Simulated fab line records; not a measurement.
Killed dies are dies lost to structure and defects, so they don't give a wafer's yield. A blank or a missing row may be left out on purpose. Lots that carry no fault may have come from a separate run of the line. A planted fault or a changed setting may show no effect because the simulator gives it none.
Which tool was responsible? ; flow berkeley_cmos170 ; Sampling: 15 lots, 45 wafers, 5 of 331 route steps

== WHAT EACH GAUGE READ, for each wafer ==
UCB170_NWELL_TW_MEAS_16.
lot;measured;on;NWELL_TW
L103;day 2 10:26;film_metro-01;1249 1244 1241
L105;day 3 02:54;film_metro-03;1238 1239 1238
L106;day 3 03:13;film_metro-01;1246 1242 1246
L108;day 3 11:08;film_metro-04;1225 1224 1229
L110;day 4 01:47;film_metro-03;1228 1236 1237
L109;day 4 01:57;film_metro-01;1240 1248 1245
L112;day 4 12:58;film_metro-04;1239 1237 1236
L113;day 4 18:40;film_metro-01;1255 1242 1243
L116;day 5 02:05;film_metro-01;1244 1244 1247
L118;day 5 17:01;film_metro-03;1239 1237 1242
L119;day 5 17:16;film_metro-03;1237 1236 1235
L121;day 6 05:43;film_metro-04;1228 1216 1221
L122;day 6 13:44;film_metro-04;1220 1227 1223
L124;day 6 19:26;film_metro-03;1233 1231 1232
L126;day 7 07:43;film_metro-01;1250 1250 1250

UCB170_ACTIVE_THK_MEAS_03.
lot;measured;on;ACTIVE_OXIDE_THK (nm)
L103;day 4 13:35;film_metro-04;25.8 26.1 26.0
L105;day 5 00:35;film_metro-01;25.6 25.8 25.7
L106;day 5 00:36;film_metro-02;25.6 25.6 25.9
L108;day 5 11:32;film_metro-02;26.1 25.9 26.1
L110;day 6 02:28;film_metro-02;25.8 25.9 26.3
L109;day 6 02:29;film_metro-01;26.5 26.7 26.8
L112;day 6 17:12;film_metro-01;26.2 26.4 26.4
L113;day 6 17:11;film_metro-04;26.4 26.0 26.1
L116;day 6 22:06;film_metro-04;26.2 25.9 25.9
L118;day 7 07:29;film_metro-04;26.2 26.4 26.5
L119;day 7 07:32;film_metro-02;26.9 26.9 27.0
L121;day 8 01:26;film_metro-02;26.4 27.0 26.6
L122;day 8 10:17;film_metro-02;25.4 25.6 25.7
L124;day 8 10:17;film_metro-01;25.8 25.4 25.7
L126;day 9 01:19;film_metro-01;25.6 26.0 25.3

UCB170_PLDD_TW_MEAS_11.
lot;measured;on;PLDD_TW
L103;day 7 11:14;film_metro-01;1006 1010 1013
L105;day 7 22:20;film_metro-02;1012 1012 1013
L106;day 7 22:22;film_metro-01;1009 1008 1010
L108;day 8 14:10;film_metro-04;1002 1002 1004
L110;day 8 14:11;film_metro-01;1009 1015 1015
L109;day 8 13:54;film_metro-02;1019 1019 1021
L112;day 9 09:29;film_metro-01;1011 1007 1011
L113;day 9 09:38;film_metro-04;944 941 943
L116;day 9 10:01;film_metro-01;957 962 962
L118;day 10 05:29;film_metro-01;961 957 960
L119;day 10 05:13;film_metro-02;1019 1018 1015
L121;day 10 20:14;film_metro-02;1015 1010 1015
L122;day 11 13:16;film_metro-04;999 1005 1001
L124;day 11 12:05;film_metro-04;998 996 997
L126;day 12 00:04;film_metro-02;1011 1016 1012

UCB170_SPACER_THK_MEAS_01.
lot;measured;on;SPACER_TEOS_THK (nm)
L103;day 7 13:58;film_metro-01;373 372 378
L105;day 8 00:28;film_metro-04;372 372 379
L106;day 8 00:19;film_metro-04;379 389 386
L108;day 8 17:04;film_metro-03;375 377 375
L110;day 8 17:04;film_metro-01;363 365 370
L109;day 8 16:41;film_metro-03;373 380 385
L112;day 9 11:29;film_metro-03;374 372 384
L113;day 9 12:11;film_metro-01;372 372 378
L116;day 9 14:29;film_metro-03;370 367 370
L118;day 10 12:19;film_metro-01;373 371 378
L119;day 10 12:44;film_metro-03;368 370 374
L121;day 10 22:34;film_metro-03;369 377 374
L122;day 11 15:25;film_metro-01;367 368 371
L124;day 11 14:36;film_metro-01;370 374 371
L126;day 12 02:26;film_metro-03;366 370 380

== WHAT TOOL EACH LOT RAN ON (gives the tool, then ch and the chambers of the sampled wafers, and finally the start) ==
lot;UCB170_PLDD_IMPLANT_08
L103;implanter-01 ch 0, day 7 10:50
L105;implanter-01 ch 0, day 7 21:56
L106;implanter-03 ch 0, day 7 21:58
L108;implanter-01 ch 0, day 8 13:47
L110;implanter-03 ch 0, day 8 13:49
L109;implanter-03 ch 0, day 8 13:32
L112;implanter-03 ch 0, day 9 09:06
L113;implanter-01 ch 0, day 9 09:14
L116;implanter-01 ch 0, day 9 09:37
L118;implanter-01 ch 0, day 10 05:06
L119;implanter-04 ch 0, day 10 04:50
L121;implanter-04 ch 0, day 10 19:52
L122;implanter-04 ch 0, day 11 12:53
L124;implanter-03 ch 0, day 11 11:41
L126;implanter-04 ch 0, day 11 23:41
- UCB170_PLDD_IMPLANT_08

== AS READ BY THE TOOLS THEMSELVES (means over the sampled wafers that have a number; for cases with no such wafer, the mark the record gives instead) ==
UCB170_PLDD_IMPLANT_08.
lot;tool;tilt_deg (degrees)
L103;implanter-01;7.011
L105;implanter-01;7.007
L106;implanter-03;6.982
L108;implanter-01;7.007
L110;implanter-03;6.980
L109;implanter-03;6.992
L112;implanter-03;7.025
L113;implanter-01;-0.000
L116;implanter-01;0.029
L118;implanter-01;0.052
L119;implanter-04;7.020
L121;implanter-04;7.009
L122;implanter-04;6.976
L124;implanter-03;6.979
L126;implanter-04;7.020

== THE ANSWER, worked out from the rows above alone ==
Rule: the usual values come from the lots themselves. Put in order of their means at a reading, lots are off if they are a third of the lots or fewer, leave a main group of 4 or more, and stand apart from it by a gap of 3 or more times the standard deviation of the main group's means; of several such gaps the widest counts. If all means in a main group match to the digits the tables above print for the reading, that group is not used. Also off: a lot with no number at a reading for which 4 or more lots have one. The other lots that the step has rows for count as sound. After the gauges, taken in route order, come the tools' own readings; for these a lot's mean is taken, as printed above. The first step at which some lot is off is used, and at that step the reading that is off furthest; a lot without a number counts as furthest.
Off: L113, L116, L118, at UCB170_PLDD_TW_MEAS_11 (PLDD_TW). Main group: mean 1010, sd 6.3.
A tool fits if, at a process step before that reading, it ran every lot that is off, and no sound lot after the first of them. The gauges at UCB170_PLDD_TW_MEAS_11 aren't tried: what is off there is off at UCB170_PLDD_IMPLANT_08 too, on other tools, and a gauge's error can't cause that. One fits: implanter-01 at UCB170_PLDD_IMPLANT_08. Its last sound lot is L108 (day 8 13:47), its first lot that is off L113 (day 9 09:14): a fault that began between those two fits.
The tool's own readings at UCB170_PLDD_IMPLANT_08 bear it out: on the lots that are off they differ by more than 5 times the standard deviation of the sound lots' means. tilt_deg reads 0.027 degrees there against 7.001 degrees on the sound lots.

== WHAT THE SIMULATOR HAD PUT IN ==
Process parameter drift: implanter-01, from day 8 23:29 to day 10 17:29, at UCB170_PLDD_IMPLANT_08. Setting tilt_deg shifted by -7 from 7. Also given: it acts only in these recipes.
Struck lots among those shown: L113, L116, L118. The rule above found the same.
